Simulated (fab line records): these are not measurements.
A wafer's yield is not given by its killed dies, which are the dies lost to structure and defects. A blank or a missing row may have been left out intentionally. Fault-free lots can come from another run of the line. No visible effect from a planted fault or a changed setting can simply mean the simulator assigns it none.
Matching of chambers + flow berkeley-cmos170 + UCB170_M3_ETCH_17 on rie-diel-04: 4 sister chambers
The step etches BARC in N2/H2. 14 wafers are shown with their chamber, then 7 later ones without.

== EACH WAFER AND ITS CHAMBER ==
| wafer  | chamber | drypump-motor-current-A (A) | throttle-valve-pct (%) | oes-product-au (a.u.) |
|--------|---------|-----------------------------|------------------------|-----------------------|
| L228.3 | 3       | 5.0                         | 13.56                  | 0.980                 |
| L228.5 | 2       | 4.8                         | 13.61                  | 1.006                 |
| L228.6 | 1       | 6.4                         | 13.36                  | 1.020                 |
| L230.1 | 2       | 4.8                         | 13.62                  | 1.016                 |
| L230.3 | 1       | 6.4                         | 13.38                  | 1.034                 |
| L230.5 | 0       | 5.8                         | 13.55                  | 1.002                 |
| L235.3 | 0       | 5.8                         | 13.56                  | 0.998                 |
| L235.4 | 3       | 5.1                         | 13.56                  | 0.993                 |
| L235.6 | 0       | 5.8                         | 13.56                  | 1.000                 |
| L231.2 | 1       | 6.4                         | 13.38                  | 1.032                 |
| L231.4 | 3       | 5.1                         | 13.54                  | 0.996                 |
| L231.5 | 2       | 4.8                         | 13.63                  | 1.027                 |
| L236.1 | 0       | 5.8                         | 13.56                  | 1.003                 |
| L236.4 | 0       | 5.8                         | 13.55                  | 1.006                 |

SIGNATURES (averages over the wafers above)
| reading                 | chamber 0 | chamber 1 | chamber 2 | chamber 3 | scatter within a chamber |
|-------------------------|-----------|-----------|-----------|-----------|--------------------------|
| drypump-motor-current-A | 5.800     | 6.400     | 4.800     | 5.067     | 0.0258                   |
| throttle-valve-pct      | 13.5560   | 13.3733   | 13.6200   | 13.5533   | 0.00924                  |
| oes-product-au          | 1.00180   | 1.02867   | 1.01633   | 0.98967   | 0.00719                  |
Rule: for each reading, subtract the chamber's mean from the wafer's reading, divide by that reading's scatter and square the result; add these up over the readings and take the root, which gives the wafer's distance from the chamber. If the next closest chamber is less than 2 further off than the closest, the wafer can't be placed; otherwise it belongs to the closest. How the scatter is found: for the shown wafers, subtract from each reading the mean of its chamber, square and add these, divide the total by (wafers less chambers), then take the root.

== WAFERS WITH NO CHAMBER GIVEN ==
| wafer  | drypump-motor-current-A (A) | throttle-valve-pct (%) | oes-product-au (a.u.) |
|--------|-----------------------------|------------------------|-----------------------|
| L236.5 | 5.1                         | 13.55                  | 0.986                 |
| L250.2 | 6.4                         | 13.38                  | 1.026                 |
| L250.3 | 4.8                         | 13.63                  | 0.966                 |
| L250.6 | 6.4                         | 13.35                  | 1.023                 |
| L249.1 | 5.8                         | 13.56                  | 1.009                 |
| L249.2 | 5.0                         | 13.56                  | 0.989                 |
| L249.5 | 5.8                         | 13.56                  | 1.008                 |

== THE CHAMBER EACH PASSED THROUGH ==
| wafer  | from the rows above | in truth |
|--------|---------------------|----------|
| L236.5 | 3                   | 3        |
| L250.2 | 1                   | 1        |
| L250.3 | 2                   | 2        |
| L250.6 | 1                   | 1        |
| L249.1 | 0                   | 0        |
| L249.2 | 3                   | 3        |
| L249.5 | 0                   | 0        |
Correct placement for 7 of the 7. Not placeable from these rows: 0. Wrongly placed: 0.
